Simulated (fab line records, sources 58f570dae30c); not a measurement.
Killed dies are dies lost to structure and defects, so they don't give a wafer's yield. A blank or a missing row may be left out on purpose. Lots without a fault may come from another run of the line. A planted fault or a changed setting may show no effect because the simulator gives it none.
fab line records | flow berkeley_cmos170 | part 1 of 2: steps 1 to 33 of 47
record lots=5 wafers=15 last_day=11
route steps=331 shown NVT@113 PVT@115 GATE@125 FIELD@126 PLDD@145 NLDD@158
lots that met no fault: from a run of the same line without faults
start_h: hours from the record's first day to the start of the lot's first wafer shown | wait_h: hours since the lot's step before | " the same as in the row above | L1.1+2: a row that stands for several wafers | - no value, or no start given | * or withheld: withheld | < > ~ a bound
route shown NAME@n: a module of which the file shows steps, and the number in the route of the first | usual: mean/standard deviation of fault-free wafers | same: alike in all rows | chamber/n: place in a boat | sites: the reading at each site | _std_site: their standard deviation | _edge_site: outer sites' mean less inner sites' | radius_mm: how far each site lies from the wafer's centre | mask NAME#n: copy n | behind: the tool/chamber that last shaped the wafer | hold: why the lot was held/for how many hours/how that ended | device: the transistor (n, p or np) that didn't switch | end of line: the same wafers' tests at the end of the route | a step without rows: its recipe alone | killed: dies lost to structure and defects at the first sort, not the wafer's yield | map: a wafer's dies, x killed, . not, _ none there
set.NAME: the setting as run; set.NAME@STEP: as run at that earlier step | model.NAME: the simulator's own value behind a step, which no gauge read
lots at some steps of the route; a table a step, a row a wafer
services: from which hour (start_h, from the record's first day; less than 0 if before it) a tool's chamber was out of use, for how many hours, and why
## steps
# step UCB170_NVT_TW_MEAS_09
# usual NVT_TW=519/4.4
# columns lot.wafer tool chamber start_h wait_h NVT_TW
L078.1 film_metro-02 - 132.64 0.1 517
L078.2 " - " " 515
L078.3 " - " " 518
L082.1 film_metro-01 - 158.12 0.1 515
L082.2 " - " " 516
L082.6 " - " " 515
L084.1 film_metro-04 - 168.31 0.1 523
L084.2 " - " " 527
L084.6 " - " " 527
L091.4 film_metro-02 - 186.83 0.1 519
L091.5 " - " " 517
L091.6 " - " " 520
L096.3 film_metro-01 - 220.46 0.1 516
L096.4 " - " " 520
L096.5 " - " " 521
# step UCB170_NVT_CLEAN_10
# recipe chemistry=SPM temp_c=120 time_s=600
# columns lot.wafer tool chamber start_h wait_h
L078.1+2+3 wet_bench-03 1 133.12 0.5
L082.1+2+6 wet_bench-03 1 158.34 0.2
L084.1+2+6 wet_bench-02 0 171.11 2.8
L091.4+5+6 wet_bench-03 0 186.86 0.0
L096.3+4+5 wet_bench-03 1 220.65 0.2
# step UCB170_PVT_HMDS_00
# recipe prime_time_s=60 prime_temp_c=100
# same prime_time_s=60
# columns lot.wafer tool chamber start_h wait_h
L078.1+2+3 litho_track-01 0 133.69 0.4
L082.1+2+6 litho_track-03 0 158.97 0.5
L084.1+2+6 litho_track-03 0 171.64 0.4
L091.4+5+6 litho_track-01 0 187.76 0.7
L096.3+4+5 litho_track-03 0 220.88 0.1
# step UCB170_PVT_COAT_01
# recipe resist=KrF spin_rpm=1500 resist_thk_nm=900
# columns lot.wafer tool chamber start_h wait_h
L078.1+2+3 litho_track-01 0 133.84 0.1
L082.1+2+6 litho_track-03 0 159.12 0.1
L084.1+2+6 litho_track-03 0 171.79 0.1
L091.4+5+6 litho_track-01 0 187.91 0.1
L096.3+4+5 litho_track-03 0 221.03 0.1
# step UCB170_PVT_SOFTBAKE_02
# recipe resist=KrF temp_c=130 time_s=60
# columns lot.wafer tool chamber start_h wait_h
L078.1+2+3 litho_track-01 0 133.99 0.1
L082.1+2+6 litho_track-03 0 159.27 0.1
L084.1+2+6 litho_track-03 0 171.94 0.1
L091.4+5+6 litho_track-01 0 188.06 0.1
L096.3+4+5 litho_track-03 0 221.18 0.1
# step UCB170_PVT_EXPOSE_03
# recipe mask_id=NWELL target_cd_nm=3000 na=0.5 sigma_outer=0.6 source_shape=conventional dose_mj=30
# columns lot.wafer tool chamber start_h wait_h mask
L078.1+2+3 krf_scanner-02 0 134.14 0.1 NWELL#0
L082.1+2+6 krf_scanner-02 0 159.42 0.1 NWELL#0
L084.1+2+6 krf_scanner-02 0 172.09 0.1 NWELL#0
L091.4+5+6 krf_scanner-01 0 - - NWELL#0
L096.3+4+5 krf_scanner-01 0 221.44 0.2 NWELL#0
# step UCB170_PVT_PEB_04
# recipe peb_temp_c=130 peb_time_s=withheld resist=KrF
# columns lot.wafer tool chamber start_h wait_h
L078.1+2+3 litho_track-01 0 134.59 0.4
L082.1+2+6 litho_track-04 0 159.97 0.5
L084.1+2+6 litho_track-01 0 172.46 0.4
L091.4+5+6 litho_track-01 0 - -
L096.3+4+5 litho_track-03 0 221.57 0.1
# step UCB170_PVT_DEVELOP_05
# recipe developer=TMAH develop_time_s=45 resist=KrF dev_temp_c=21
# columns lot.wafer tool chamber start_h wait_h
L078.1+2+3 litho_track-01 0 - -
L082.1+2+6 litho_track-04 0 - -
L084.1+2+6 litho_track-01 0 - -
L091.4+5+6 litho_track-01 0 - -
L096.3+4+5 litho_track-03 0 - -
# step UCB170_PVT_OVL_MEAS_06
# usual PVT_OVL=-1/5.3
# columns lot.wafer tool chamber start_h wait_h PVT_OVL[nm]
L078.1 overlay-02 - 134.87 - -3
L078.2 " - " " -1
L078.3 " - " " -9
L082.1 overlay-02 - 160.24 - -9
L082.2 " - " " 2
L082.6 " - " " -4
L084.1 overlay-01 - 172.73 - -12
L084.2 " - " " -10
L084.6 " - " " -4
L091.4 overlay-02 - 189.78 - -1
L091.5 " - " " -1
L091.6 " - " " -3
L096.3 overlay-01 - 221.80 - 2
L096.4 " - " " 2
L096.5 " - " " -4
# step UCB170_PVT_IMPLANT_07
# recipe species=P dose_cm2=2e+12 energy_kev=30 tilt_deg=7
# columns lot.wafer tool chamber start_h wait_h
L078.1+2+3 implanter-01 0 134.90 0.0
L082.1+2+6 implanter-02 0 160.28 0.0
L084.1+2+6 implanter-02 0 172.77 0.0
L091.4+5+6 implanter-01 0 189.87 0.1
L096.3+4+5 implanter-02 0 221.88 0.1
# step UCB170_PVT_STRIP_08
# recipe chemistry=O2 power_w=400 pressure_mtorr=3500 platen_temp_c=withheld o2_flow_sccm=400 overash_fraction=0.5
# usual drypump_motor_current_A=5.6/0.5 oes_product_au=0.734/0.0048 strip_time_to_endpoint_s=21.63/0.053
# columns lot.wafer tool chamber start_h wait_h drypump_motor_current_A oes_product_au rf_hours_counter_h strip_time_to_endpoint_s
L078.1 plasma_asher-03 1 135.05 0.1 5.6 0.731 34 21.58
L078.2 " 0 " " 6.1 0.733 34 21.58
L078.3 " 0 " " 6.1 0.725 - 21.64
L082.1 plasma_asher-01 0 160.43 0.1 5.7 0.733 45 21.63
L082.2 " 1 " " 6.1 0.739 45 21.75
L082.6 " 0 " " 5.7 0.730 - 21.65
L084.1 plasma_asher-03 0 172.92 0.1 6.1 0.736 38 21.75
L084.2 " 1 " " 5.6 0.735 38 21.66
L084.6 " 1 " " 5.6 0.739 - 21.65
L091.4 plasma_asher-01 0 189.98 0.1 5.7 0.732 - 21.54
L091.5 " 1 " " 6.1 0.736 - 21.57
L091.6 " 0 " " 5.7 0.734 - 21.61
L096.3 plasma_asher-03 0 222.01 0.1 6.1 0.733 - 21.61
L096.4 " 1 " " 5.6 0.743 - 21.59
L096.5 " 0 " " 6.1 0.735 - 21.54
# step UCB170_PVT_TW_MEAS_09
# usual PVT_TW=506/4
# columns lot.wafer tool chamber start_h wait_h PVT_TW
L078.1 film_metro-04 - 135.15 0.1 508
L078.2 " - " " 508
L078.3 " - " " 505
L082.1 film_metro-03 - 160.53 0.1 506
L082.2 " - " " 510
L082.6 " - " " 511
L084.1 film_metro-03 - 173.02 0.1 507
L084.2 " - " " 505
L084.6 " - " " 506
L091.4 film_metro-03 - 190.08 0.1 504
L091.5 " - " " 507
L091.6 " - " " 508
L096.3 film_metro-01 - 222.10 0.1 503
L096.4 " - " " 500
L096.5 " - " " 499
# step UCB170_GATE_WET_ETCH_00
# recipe chemistry=dHF dilution=25:1 target=SiO2 temp_c=25 time_s=200
# columns lot.wafer tool chamber start_h wait_h
L078.1+2+3 wet_bench-01 0 135.35 0.2
L082.1+2+6 wet_bench-04 0 160.59 0.1
L084.1+2+6 wet_bench-01 3 174.49 1.5
L091.4+5+6 wet_bench-04 2 190.11 0.0
L096.3+4+5 wet_bench-01 3 222.21 0.1
# step UCB170_FIELD_THK_MEAS_91
# recipe reads=SiO2_of_FIELD_OXIDATION_01
# usual FIELD_OXIDE_LEFT_2_THK=353/8.2
# columns lot.wafer tool chamber start_h wait_h FIELD_OXIDE_LEFT_2_THK[nm]
L078.1 film_metro-03 - 135.42 0.0 348
L078.2 " - " " 347
L078.3 " - " " 347
L082.1 film_metro-04 - 160.65 0.0 344
L082.2 " - " " 340
L082.6 " - " " 348
L084.1 film_metro-04 - 174.55 0.0 338
L084.2 " - " " 353
L084.6 " - " " 352
L091.4 film_metro-03 - 190.21 0.0 356
L091.5 " - " " 365
L091.6 " - " " 362
L096.3 film_metro-04 - 222.30 0.0 350
L096.4 " - " " 342
L096.5 " - " " 345
# step UCB170_GATE_OXIDATION_01
# recipe temp_c=850 ambient=O2 target_thk_a=66 ox_time_s=1800
# usual ox_temp_c=849.9/0.39 zone_power_source_pct=23.6/0.94
# columns lot.wafer tool chamber start_h wait_h ox_temp_c zone_power_source_pct
L078.1 furnace-03 0 138.04 2.6 849.8 24.5
L078.2 " 0 " " 850.0 24.3
L078.3 " 0 " " 849.2 24.4
L082.1 furnace-01 0 164.59 3.9 850.1 22.9
L082.2 " 0 " " 850.3 22.9
L082.6 " 0 " " 850.6 23.2
L084.1 furnace-03 0 176.21 1.6 850.2 24.7
L084.2 " 0 " " 850.0 24.6
L084.6 " 0 " " 850.4 24.5
L091.4 furnace-04 0 193.27 3.1 849.4 22.5
L091.5 " 0 " " 849.7 22.5
L091.6 " 0 " " 850.0 22.3
L096.3 furnace-01 0 224.75 2.4 850.3 23.0
L096.4 " 0 " " 850.3 22.8
L096.5 " 0 " " 849.8 23.4
# step UCB170_GATE_THK_MEAS_02
# recipe reads=SiO2_of_GATE_OXIDATION_01
# usual GATE_OXIDE_THK=6.58/0.15
# columns lot.wafer tool chamber start_h wait_h GATE_OXIDE_THK[nm]
L078.1 film_metro-04 - 139.54 0.0 6.54
L078.2 " - " " 6.67
L078.3 " - " " 6.51
L082.1 film_metro-03 - 166.09 0.0 6.46
L082.2 " - " " 6.65
L082.6 " - " " 6.47
L084.1 film_metro-04 - 177.77 0.1 6.84
L084.2 " - " " 6.75
L084.6 " - " " 7.00
L091.4 film_metro-02 - 194.80 0.0 6.58
L091.5 " - " " 6.67
L091.6 " - " " 6.71
L096.3 film_metro-04 - 226.27 0.0 6.70
L096.4 " - " " 6.60
L096.5 " - " " 6.75
# step UCB170_GATE_ANNEAL_03
# recipe temp_c=900 time_s=1800 ambient=N2
# usual zone_power_source_pct=26.5/0.99
# columns lot.wafer tool chamber start_h wait_h zone_power_source_pct
L078.1 furnace-01 0 143.10 3.6 26.0
L078.2 " 0 " " 26.2
L078.3 " 0 " " 26.4
L082.1 furnace-01 0 168.92 2.8 25.3
L082.2 " 0 " " 25.7
L082.6 " 0 " " 26.1
L084.1 furnace-01 0 179.67 1.9 26.4
L084.2 " 0 " " 26.0
L084.6 " 0 " " 25.7
L091.4 furnace-03 0 197.99 3.2 27.6
L091.5 " 0 " " 27.2
L091.6 " 0 " " 27.9
L096.3 furnace-04 0 226.32 0.0 25.3
L096.4 " 0 " " 25.0
L096.5 " 0 " " 25.4
# step UCB170_GATE_CVD_04
# recipe material=poly-Si temp_c=610 precursor=SiH4 time_s=1440 pressure_mtorr=375 target_thk_nm=214 sih4_flow_sccm=120
# usual sih4_flow_sccm=119.9/0.35 zone_power_source_pct=12.7/0.94
# columns lot.wafer tool chamber start_h wait_h sih4_flow_sccm zone_power_source_pct
L078.1 lpcvd-02 0 146.26 1.7 119.8 13.3
L078.2 " 0 " " 120.2 13.6
L078.3 " 0 " " 119.7 13.5
L082.1 lpcvd-01 0 170.42 0.0 120.4 12.2
L082.2 " 0 " " 119.5 12.2
L082.6 " 0 " " 119.4 11.9
L084.1 lpcvd-02 1 182.19 1.0 120.0 12.5
L084.2 " 1 " " 120.0 12.6
L084.6 " 1 " " 120.2 12.3
L091.4 lpcvd-02 1 200.94 1.4 119.8 12.4
L091.5 " 1 " " 120.0 12.4
L091.6 " 1 " " 119.5 12.4
L096.3 lpcvd-02 0 227.82 0.0 119.7 13.3
L096.4 " 0 " " 119.9 13.5
L096.5 " 0 " " 119.7 13.5
# step UCB170_GATE_THK_MEAS_05
# recipe reads=poly-Si_of_GATE_CVD_04
# usual GATE_POLY_THK=214.2/2
# columns lot.wafer tool chamber start_h wait_h GATE_POLY_THK[nm]
L078.1 film_metro-03 - 147.66 0.0 213.9
L078.2 " - " " 214.0
L078.3 " - " " 215.0
L082.1 film_metro-03 - 171.82 0.0 215.3
L082.2 " - " " 213.6
L082.6 " - " " 214.1
L084.1 film_metro-02 - 184.30 0.0 211.0
L084.2 " - " " 210.6
L084.6 " - " " 212.2
L091.4 film_metro-02 - 202.37 0.0 212.0
L091.5 " - " " 212.9
L091.6 " - " " 211.0
L096.3 film_metro-03 - 229.24 0.0 213.1
L096.4 " - " " 216.4
L096.5 " - " " 216.4
# step UCB170_GATE_COAT_06
# recipe resist=BARC temp_c=withheld time_s=withheld spin_rpm=3000 resist_thk_nm=withheld
# columns lot.wafer tool chamber start_h wait_h
L078.1+2+3 litho_track-04 0 147.84 0.2
L082.1+2+6 litho_track-02 0 172.36 0.5
L084.1+2+6 litho_track-02 0 184.42 0.1
L091.4+5+6 litho_track-04 0 202.50 0.1
L096.3+4+5 litho_track-04 0 229.66 0.4
# step UCB170_GATE_COAT_07
# recipe resist=KrF spin_rpm=1500 resist_thk_nm=900
# columns lot.wafer tool chamber start_h wait_h
L078.1+2+3 litho_track-04 0 - -
L082.1+2+6 litho_track-02 0 - -
L084.1+2+6 litho_track-02 0 - -
L091.4+5+6 litho_track-04 0 - -
L096.3+4+5 litho_track-04 0 - -
# step UCB170_GATE_SOFTBAKE_08
# recipe resist=KrF temp_c=130 time_s=59.19
# columns lot.wafer tool chamber start_h wait_h
L078.1+2+3 litho_track-04 0 - -
L082.1+2+6 litho_track-02 0 - -
L084.1+2+6 litho_track-02 0 - -
L091.4+5+6 litho_track-04 0 - -
L096.3+4+5 litho_track-04 0 - -
# step UCB170_GATE_EXPOSE_09
# recipe mask_id=POLY target_cd_nm=350 na=0.5 sigma_outer=0.6 source_shape=conventional dose_mj=21
# columns lot.wafer tool chamber start_h wait_h mask
L078.1+2+3 krf_scanner-02 0 148.36 - POLY#0
L082.1+2+6 krf_scanner-02 0 172.81 - POLY#0
L084.1+2+6 krf_scanner-01 0 185.15 - POLY#0
L091.4+5+6 krf_scanner-01 0 202.94 - POLY#0
L096.3+4+5 krf_scanner-01 0 230.10 - POLY#0
# step UCB170_GATE_PEB_10
# recipe peb_temp_c=130 peb_time_s=withheld resist=KrF
# columns lot.wafer tool chamber start_h wait_h
L078.1+2+3 litho_track-03 0 149.34 1.0
L082.1+2+6 litho_track-03 0 172.92 0.1
L084.1+2+6 litho_track-02 0 185.32 0.1
L091.4+5+6 litho_track-03 0 203.07 0.1
L096.3+4+5 litho_track-02 0 230.23 0.1
# step UCB170_GATE_DEVELOP_11
# recipe developer=TMAH develop_time_s=45 resist=KrF dev_temp_c=21
# columns lot.wafer tool chamber start_h wait_h
L078.1+2+3 litho_track-03 0 - -
L082.1+2+6 litho_track-03 0 - -
L084.1+2+6 litho_track-02 0 - -
L091.4+5+6 litho_track-03 0 - -
L096.3+4+5 litho_track-02 0 - -
# step UCB170_GATE_CD_MEAS_12
# recipe target_cd_nm=350
# usual cd_nm=350.4/1.3
# columns lot.wafer tool chamber start_h wait_h cd_nm
L078.1 cd_sem-02 - 149.62 - 349.4
L078.2 " - " " 350.3
L078.3 " - " " 349.4
L082.1 cd_sem-01 - 173.20 - 349.3
L082.2 " - " " 348.1
L082.6 " - " " 350.0
L084.1 cd_sem-01 - 185.76 - 350.3
L084.2 " - " " 349.0
L084.6 " - " " 349.9
L091.4 cd_sem-01 - 203.33 - 349.6
L091.5 " - " " 351.2
L091.6 " - " " 350.0
L096.3 cd_sem-01 - 230.57 - 351.1
L096.4 " - " " 351.0
L096.5 " - " " 351.7
# step UCB170_GATE_OVL_MEAS_13
# usual GATE_OVL=-3/6.1
# columns lot.wafer tool chamber start_h wait_h GATE_OVL[nm]
L078.1 overlay-02 - 149.74 0.1 -4
L078.2 " - " " 3
L078.3 " - " " -3
L082.1 overlay-01 - 173.32 0.1 -7
L082.2 " - " " -3
L082.6 " - " " -3
L084.1 overlay-02 - 185.88 0.1 -11
L084.2 " - " " -15
L084.6 " - " " -18
L091.4 overlay-02 - 203.41 0.1 -16
L091.5 " - " " 5
L091.6 " - " " -10
L096.3 overlay-02 - 230.66 0.1 -12
L096.4 " - " " -12
L096.5 " - " " -6
# step UCB170_GATE_ETCH_14
# recipe chemistry=N2/H2 target_depth_a=withheld overetch_a=withheld target=BARC time_s=withheld source_w=500 bias_w=100 pressure_mtorr=30 n2_flow_sccm=100 h2_flow_sccm=200
# usual drypump_motor_current_A=6.0/0.44 oes_product_au=1.008/0.016 throttle_valve_pct=13.35/0.21
# columns lot.wafer tool chamber start_h wait_h drypump_motor_current_A oes_product_au throttle_valve_pct
L078.1 rie_diel-02 2 149.78 0.0 6.1 1.032 13.62
L078.2 " 3 " " 6.5 1.010 13.30
L078.3 " 1 " " 6.5 1.025 13.29
L082.1 rie_diel-01 2 173.35 0.0 5.8 1.017 13.53
L082.2 " 1 " " 5.3 0.985 13.22
L082.6 " 1 " " 5.3 0.987 13.24
L084.1 rie_diel-02 1 185.92 0.0 6.4 1.013 13.29
L084.2 " 0 " " 5.9 0.991 13.46
L084.6 " 3 " " 6.5 1.005 13.29
L091.4 rie_diel-02 2 203.43 0.0 6.1 1.023 13.63
L091.5 " 1 " " 6.4 1.024 13.28
L091.6 " 2 " " 6.1 1.025 13.61
L096.3 rie_diel-03 3 230.68 0.0 6.1 1.018 12.87
L096.4 " 2 " " 6.6 1.011 13.58
L096.5 " 0 " " 6.2 1.001 13.41
# step UCB170_GATE_ETCH_15
# recipe chemistry=HBr/Cl2 target=poly-Si stop_on=SiO2 over_etch_frac=0.3 icp_w=300 bias_w=150 time_s=56.3 pressure_mtorr=15 HBr_flow_sccm=150 Cl2_flow_sccm=50 target_depth_a=2782
# usual drypump_motor_current_A=5.5/0.39 oes_product_au=0.828/0.016 throttle_valve_pct=26.51/0.2
# columns lot.wafer tool chamber start_h wait_h drypump_motor_current_A oes_product_au rf_hours_counter_h throttle_valve_pct
L078.1 rie_si-02 3 149.82 - 4.8 0.808 86 26.66
L078.2 " 0 " " 5.5 0.812 79 26.63
L078.3 " 1 " " 5.8 0.823 1 26.38
L082.1 rie_si-02 1 173.40 - 5.7 0.830 1 26.40
L082.2 " 2 " " 5.8 0.838 67 26.36
L082.6 " 0 " " 5.5 0.807 - 26.62
L084.1 rie_si-02 1 185.96 - 5.7 0.824 1 26.39
L084.2 " 2 " " 5.8 0.825 67 26.37
L084.6 " 0 " " 5.5 0.800 - 26.63
L091.4 rie_si-02 0 203.47 - 5.5 0.806 79 26.63
L091.5 " 3 " " 4.9 0.808 - 26.68
L091.6 " 2 " " 5.8 0.834 - 26.37
L096.3 rie_si-02 3 230.72 - 4.9 0.803 86 26.64
L096.4 " 1 " " 5.7 0.833 1 26.40
L096.5 " 1 " " 5.8 0.832 - 26.38
# step UCB170_GATE_STRIP_16
# recipe chemistry=O2 power_w=400 pressure_mtorr=3500 platen_temp_c=withheld o2_flow_sccm=400 overash_fraction=0.5
# usual drypump_motor_current_A=5.7/0.54 oes_product_au=0.724/0.0044
# columns lot.wafer tool chamber start_h wait_h drypump_motor_current_A oes_product_au rf_hours_counter_h
L078.1 plasma_asher-02 1 149.87 0.0 6.2 0.726 4
L078.2 " 0 " " 5.8 0.716 4
L078.3 " 0 " " 5.8 0.722 -
L082.1 plasma_asher-01 1 173.45 0.0 6.1 0.723 46
L082.2 " 0 " " 5.7 0.730 46
L082.6 " 0 " " 5.7 0.727 -
L084.1 plasma_asher-02 1 186.01 0.0 6.3 0.730 8
L084.2 " 0 " " 5.8 0.731 8
L084.6 " 1 " " 6.3 0.718 -
L091.4 plasma_asher-04 0 203.55 0.1 4.6 0.721 -
L091.5 " 0 " " 4.6 0.721 -
L091.6 " 1 " " 5.3 0.719 -
L096.3 plasma_asher-02 0 230.81 0.1 5.8 0.722 -
L096.4 " 1 " " 6.3 0.730 -
L096.5 " 1 " " 6.2 0.720 -
# step UCB170_GATE_CD_MEAS_90
# recipe target_cd_nm=350
# usual cd_nm=350.2/1.3
# columns lot.wafer tool chamber start_h wait_h cd_nm
L078.1 cd_sem-01 - 149.97 0.1 349.4
L078.2 " - " " 349.5
L078.3 " - " " 349.6
L082.1 cd_sem-02 - 173.55 0.1 349.2
L082.2 " - " " 348.2
L082.6 " - " " 349.3
L084.1 cd_sem-01 - 186.12 0.1 350.7
L084.2 " - " " 348.7
L084.6 " - " " 349.8
L091.4 cd_sem-01 - 203.69 0.1 349.3
L091.5 " - " " 351.5
L091.6 " - " " 349.7
L096.3 cd_sem-01 - 230.97 0.1 351.5
L096.4 " - " " 351.4
L096.5 " - " " 351.9
# step UCB170_GATE_CLEAN_17
# recipe chemistry=SPM temp_c=120 time_s=600
# columns lot.wafer tool chamber start_h wait_h
L078.1+2+3 wet_bench-02 1 150.09 0.1
L082.1+2+6 wet_bench-01 2 174.55 1.0
L084.1+2+6 wet_bench-01 0 186.35 0.2
L091.4+5+6 wet_bench-01 3 203.79 0.1
L096.3+4+5 wet_bench-01 0 231.05 0.1
# step UCB170_PLDD_HMDS_00
# recipe prime_time_s=60 prime_temp_c=100
# same prime_time_s=60
# columns lot.wafer tool chamber start_h wait_h
L078.1+2+3 litho_track-02 0 150.75 0.5
L082.1+2+6 litho_track-01 0 175.02 0.3
L084.1+2+6 litho_track-04 0 186.97 0.4
L091.4+5+6 litho_track-01 0 204.04 0.1
L096.3+4+5 litho_track-04 0 231.59 0.4
